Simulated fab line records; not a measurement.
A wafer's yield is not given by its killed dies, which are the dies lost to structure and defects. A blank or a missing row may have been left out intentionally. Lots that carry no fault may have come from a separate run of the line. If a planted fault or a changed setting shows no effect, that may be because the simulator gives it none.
Which tool is to blame? :: flow ritCmos :: 8 lots with 24 wafers sampled at 2 steps, on a route of 202 steps

## WHAT THE GAUGES SHOWED, per wafer
RIT_NRETRO_OVL_MEAS_06.
lot: L227
measured: day 3 02:19
on: overlay-01
NRETRO_OVL (nm): -0.4 -1.5 -0.5

lot: L229
measured: day 3 12:53
on: overlay-02
NRETRO_OVL (nm): -2.1 -1.7 -2.5

lot: L231
measured: day 3 18:26
on: overlay-01
NRETRO_OVL (nm): 0.7 1.4 -1.7

lot: L233
measured: day 4 04:48
on: overlay-02
NRETRO_OVL (nm): -2.0 -2.2 -3.7

lot: L235
measured: day 4 13:56
on: overlay-02
NRETRO_OVL (nm): -0.7 -2.1 -2.0

lot: L238
measured: day 5 05:06
on: overlay-02
NRETRO_OVL (nm): - - -

lot: L240
measured: day 5 15:28
on: overlay-02
NRETRO_OVL (nm): - - -

lot: L247
measured: day 7 02:54
on: overlay-02
NRETRO_OVL (nm): 0.8 -0.5 2.0

## WHICH TOOL RAN EACH LOT (tool, then ch and the chambers of the sampled wafers, then the start)
lot: L227
RIT_NRETRO_EXPOSE_03: ilineStepper-01 ch 0, day 3 01:53

lot: L229
RIT_NRETRO_EXPOSE_03: ilineStepper-01 ch 0, day 3 12:28

lot: L231
RIT_NRETRO_EXPOSE_03: ilineStepper-02 ch 0, day 3 18:01

lot: L233
RIT_NRETRO_EXPOSE_03: ilineStepper-02 ch 0, day 4 04:14

lot: L235
RIT_NRETRO_EXPOSE_03: ilineStepper-01 ch 0, day 4 13:30

lot: L238
RIT_NRETRO_EXPOSE_03: ilineStepper-01 ch 0, day 5 04:40

lot: L240
RIT_NRETRO_EXPOSE_03: ilineStepper-01 ch 0, day 5 15:04

lot: L247
RIT_NRETRO_EXPOSE_03: ilineStepper-02 ch 0, day 7 02:28
- RIT_NRETRO_EXPOSE_03: exposes mask M4, target cd 43900 nm.

## THE ANSWER, worked out from the rows above alone
Rule: the usual values come from the lots themselves. Put in order of their means at a reading, lots are off if they are a third of the lots or fewer, leave a main group of 4 or more, and stand apart from it by a gap of 3 or more times the standard deviation of the main group's means; of several such gaps the widest counts. Not used: any main group whose means are identical at the precision the tables above print for the reading. Also off: a lot with no number at a reading for which 4 or more lots have one. All remaining lots with rows at the step are treated as sound.
Off: L238, L240, seen at RIT_NRETRO_OVL_MEAS_06 (NRETRO_OVL). Without a number there: L238, L240. For the main group the mean is -1.0 nm and the standard deviation 1.2.
A tool fits if, at a process step before that reading, it ran every lot that is off, and no sound lot after the first of them. Gauges at RIT_NRETRO_OVL_MEAS_06: tried the same way as those tools. One candidate fits, namely ilineStepper-01 at RIT_NRETRO_EXPOSE_03. A fault onset in the window from L235 (day 4 13:30, its last sound lot) to L238 (day 5 04:40, its first lot off) fits.

## WHAT THE SIMULATOR PUT IN
Scanner matching overlay: ilineStepper-01, from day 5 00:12 on, at RIT_NRETRO_EXPOSE_03. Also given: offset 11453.
Lots struck among those shown: L238, L240. The rule above found the same.
